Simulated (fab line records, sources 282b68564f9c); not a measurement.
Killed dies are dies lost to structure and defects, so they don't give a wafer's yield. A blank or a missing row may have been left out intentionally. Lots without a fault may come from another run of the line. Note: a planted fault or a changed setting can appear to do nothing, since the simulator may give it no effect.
fab line records -- flow rit-cmos
[record] lots = 5, wafers = 13, last-day = 7
route steps=202 shown ACTIVE@2
lots that met no fault: taken from a fault-free run of the same line
start-h: hours from the record's first day to the start of the lot's first wafer shown -- wait-h: time in hours since the lot's previous step -- " the same as in the row above -- L1.1+2: several wafers, shown together as one row -- - no value, or no start given -- * or withheld: withheld -- < > ~ a bound
route shown NAME@n: NAME is a module with steps in the file, n the number in the route of the first one -- usual: mean and standard deviation over wafers with no fault -- same: alike in all rows -- chamber/n: place in a boat -- sites: per-site readings -- _std_site: their standard deviation -- _edge_site: outer sites' mean less inner sites' -- radius-mm: how far each site lies from the wafer's centre -- mask NAME#n: copy n -- behind: tool/chamber where the wafer was last shaped -- hold: what put the lot on hold/how long, in hours/how the hold closed -- device: the n, p or np transistor that did not switch -- end of line: at the end of the route, the tests of the same wafers -- a step given without rows: its recipe and nothing more -- killed: at the first sort, the dies lost to defects and structure; wafer yield is something else -- map: dies across one wafer; x = killed, . = not, _ = none there
set.NAME: the setting the step ran with; set.NAME@STEP: the setting that earlier step ran with -- model.NAME: the simulator's own value behind a step, which no gauge read
lots seen at some steps along the route; tables by step, rows by wafer
services: when a tool's chamber went out of use (start-h, in hours from the record's first day, below 0 if earlier), for how many hours, and the reason
[[steps]]
[step RIT_ACTIVE_OXIDATION_01]
[recipe] temp-c = 1000, ambient = O2, target-thk-a = 468, ox-time-s = 3360
[step RIT_ACTIVE_THK_MEAS_02]
[recipe] reads = SiO2_of_ACTIVE_OXIDATION_01
[usual] ACTIVE_OXIDE_THK = 47.0/0.9
lot.wafer,tool,chamber,start-h,wait-h,ACTIVE_OXIDE_THK[nm]
L515.2,film-metro-02,-,40.22,0.0,47.5
L515.3,film-metro-02,-,40.22,0.0,47.7
L515.5,film-metro-02,-,40.22,0.0,47.1
L518.2,film-metro-03,-,53.94,0.0,46.9
L518.3,film-metro-03,-,53.94,0.0,47.6
L518.5,film-metro-03,-,53.94,0.0,45.8
L521.4,film-metro-02,-,68.30,0.0,48.4
L529.3,film-metro-03,-,108.33,0.0,46.5
L529.5,film-metro-03,-,108.33,0.0,45.9
L529.6,film-metro-03,-,108.33,0.0,46.8
L532.3,film-metro-02,-,123.76,0.0,47.7
L532.4,film-metro-02,-,123.76,0.0,47.2
L532.6,film-metro-02,-,123.76,0.0,47.3
[step RIT_ACTIVE_CVD_03]
[recipe] material = Si3N4, target-thk-nm = 150, temp-c = 810, precursor = SiH2Cl2/NH3, time-s = 1500, pressure-mtorr = 300, sih2cl2-flow-sccm = 60, nh3-flow-sccm = 150
[step RIT_ACTIVE_THK_MEAS_04]
[recipe] reads = Si3N4_of_ACTIVE_CVD_03
[usual] ACTIVE_NITRIDE_THK = 150.2/1.4
lot.wafer,tool,chamber,start-h,wait-h,ACTIVE_NITRIDE_THK[nm]
L515.2,film-metro-03,-,41.70,0.0,148.6
L515.3,film-metro-03,-,41.70,0.0,149.2
L515.5,film-metro-03,-,41.70,0.0,149.2
L518.2,film-metro-02,-,55.41,0.0,150.2
L518.3,film-metro-02,-,55.41,0.0,150.8
L518.5,film-metro-02,-,55.41,0.0,150.0
L521.4,film-metro-02,-,69.78,0.0,149.9
L529.3,film-metro-02,-,109.80,0.0,148.7
L529.5,film-metro-02,-,109.80,0.0,149.7
L529.6,film-metro-02,-,109.80,0.0,147.9
L532.3,film-metro-04,-,125.23,0.0,149.4
L532.4,film-metro-04,-,125.23,0.0,148.5
L532.6,film-metro-04,-,125.23,0.0,149.8
[step RIT_ACTIVE_HMDS_05]
[recipe] prime-time-s = 60, prime-temp-c = 140
[step RIT_ACTIVE_COAT_06]
[recipe] resist = NOVOLAK, spin-rpm = 3250, resist-thk-nm = 1000
[step RIT_ACTIVE_SOFTBAKE_07]
[recipe] resist = NOVOLAK, temp-c = 90, time-s = 60
[step RIT_ACTIVE_EXPOSE_08]
[recipe] mask-id = M1, na = 0.6, source-shape = conventional, sigma-outer = 0.6, target-cd-nm = 1400, dose-mj = 225
[step RIT_ACTIVE_PEB_09]
[recipe] resist = NOVOLAK, temp-c = withheld, time-s = withheld
[step RIT_ACTIVE_DEVELOP_10]
[recipe] resist = NOVOLAK, develop-time-s = 50, dev-temp-c = 23
[step RIT_ACTIVE_CD_MEAS_11]
[recipe] target-cd-nm = 1400
[usual] cd-nm = 1400.1/2.6
lot.wafer,tool,chamber,start-h,wait-h,cd-nm
L515.2,cd-sem-01,-,42.74,-,1397.4
L515.3,cd-sem-01,-,42.74,-,1396.2
L515.5,cd-sem-01,-,42.74,-,1397.5
L518.2,cd-sem-01,-,56.46,-,1401.1
L518.3,cd-sem-01,-,56.46,-,1399.2
L518.5,cd-sem-01,-,56.46,-,1401.2
L521.4,cd-sem-02,-,70.72,-,1401.1
L529.3,cd-sem-01,-,110.73,-,1399.8
L529.5,cd-sem-01,-,110.73,-,1397.8
L529.6,cd-sem-01,-,110.73,-,1398.4
L532.3,cd-sem-01,-,126.16,-,1399.3
L532.4,cd-sem-01,-,126.16,-,1396.0
L532.6,cd-sem-01,-,126.16,-,1398.5
[step RIT_ACTIVE_HARDBAKE_12]
[recipe] resist = NOVOLAK, temp-c = 140, time-s = 60
[step RIT_ACTIVE_ETCH_13]
[recipe] stop-on = SiO2, chemistry = SF6, target = Si3N4, time-s = 210, over-etch-frac = 0.4, SF6_flow_sccm = 200, pressure-mtorr = 260, rf-w = 125, target-depth-a = 2100
[usual] drypump-motor-current-A = 5.6/0.6, oes-product-au = 0.823/0.015, throttle-valve-pct = 7.53/0.12
lot.wafer,tool,chamber,start-h,wait-h,drypump-motor-current-A,oes-product-au,rf-hours-counter-h,throttle-valve-pct,model.NOVOLAK_of_ACTIVE_COAT_06.thk-nm,model.ACTIVE.feature-depth-nm,model.SiO2_of_ACTIVE_OXIDATION_01.thk-nm
L515.2,rie-diel-04,1,42.99,0.1,5.4,0.835,132,7.52,654.2,148.7,47.49
L515.3,rie-diel-04,2,42.99,0.1,4.8,0.816,79,7.53,658.7,149.2,47.77
L515.5,rie-diel-04,3,42.99,0.1,5.9,0.812,-,7.56,654.1,149.6,46.86
L518.2,rie-diel-02,2,56.71,0.1,5.8,0.799,3,7.46,654.7,151.1,46.1
L518.3,rie-diel-02,0,56.71,0.1,4.7,0.828,85,7.44,661.9,150.9,47.57
L518.5,rie-diel-02,3,56.71,0.1,5.4,0.801,-,7.58,661.1,150.1,45.85
L521.4,rie-diel-04,1,70.93,0.1,5.5,0.852,133,7.52,557,198.4,0
L529.3,rie-diel-02,1,110.96,0.1,5.6,0.803,6,7.54,658.1,148.6,46.45
L529.5,rie-diel-02,1,110.96,0.1,5.6,0.801,-,7.51,656.7,149.7,45.9
L529.6,rie-diel-02,0,110.96,0.1,4.7,0.814,-,7.45,661.3,148.1,46.73
L532.3,rie-diel-02,1,126.39,0.1,5.7,0.807,6,7.52,661.1,149.3,47.71
L532.4,rie-diel-02,3,126.39,0.1,5.4,0.787,5,7.58,668.6,148.6,47.22
L532.6,rie-diel-02,2,126.39,0.1,5.8,0.799,-,7.45,658.9,150.6,46.47
[step RIT_ACTIVE_STRIP_14]
[recipe] chemistry = O2, time-s = 180, resist = NOVOLAK, platen-temp-c = withheld, power-w = 500, pressure-mtorr = 4000, o2-flow-sccm = 4000
[usual] drypump-motor-current-A = 5.8/0.42
lot.wafer,tool,chamber,start-h,wait-h,drypump-motor-current-A,rf-hours-counter-h
L515.2,plasma-asher-04,0,43.12,0.1,6.4,41
L515.3,plasma-asher-04,0,43.12,0.1,6.4,-
L515.5,plasma-asher-04,0,43.12,0.1,6.3,-
L518.2,plasma-asher-04,1,56.84,0.1,5.7,43
L518.3,plasma-asher-04,0,56.84,0.1,6.4,-
L518.5,plasma-asher-04,1,56.84,0.1,5.8,-
L521.4,plasma-asher-01,1,71.12,0.1,6.1,-
L529.3,plasma-asher-04,0,111.15,0.1,6.4,-
L529.5,plasma-asher-04,1,111.15,0.1,5.8,-
L529.6,plasma-asher-04,0,111.15,0.1,6.4,-
L532.3,plasma-asher-03,1,126.62,0.2,5.2,-
L532.4,plasma-asher-03,0,126.62,0.2,5.8,-
L532.6,plasma-asher-03,0,126.62,0.2,5.8,-
[[services]]
tool,chamber,start-h,hours,kind
rie-diel-04,2,48.29,8.3,repair
rie-diel-02,-,60.94,14.6,pm
rie-diel-02,-,75.54,2.8,pm
plasma-asher-01,-,75.98,2.8,pm
rie-diel-02,1,81.31,9.3,repair
rie-diel-04,1,97.78,4.3,repair
plasma-asher-03,-,102.96,1.5,repair
plasma-asher-01,-,108.75,9.0,pm
plasma-asher-01,0,108.75,9.0,vent-cycle
plasma-asher-01,1,108.75,9.0,vent-cycle
rie-diel-04,-,113.32,0.3,repair
plasma-asher-01,0,117.75,-,clean
plasma-asher-01,1,117.75,-,clean
plasma-asher-01,-,123.57,7.8,repair
[[key]]
first-sign none at tools or gauges
[model-effect] step = RIT_ACTIVE_ETCH_13, value = NOVOLAK_of_ACTIVE_COAT_06.thk-nm, without = 659, struck = 557
met-at RIT_ACTIVE_ETCH_13
struck-wafers L521.4
later-rows-left-out L521.4
sort-left-out L521.4
tester-left-out L521
onset-between 42.99 70.93
[fault] kind = process-parameter-drift, tool = rie-diel-04, chamber = 1, onset-h = 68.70, steps = RIT_ACTIVE_ETCH_13, channel = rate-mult, offset = 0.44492, shape = step, end-h = 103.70
// tester-left-out: of these lots the tester's yield and bins aren't shown, on N5 and GAA mostly nor the transistor test; their killed dies are dies lost to structure and defects alone, not to doping, threshold or leakage, so they don't give the yield
// sort-left-out: the simulated sort isn't trusted on such a fault, so these wafers' sort isn't shown, and their yield isn't known
// later-rows-left-out: the simulator's readings of these wafers behind a module that went badly wrong aren't trusted and aren't shown, but for the sort
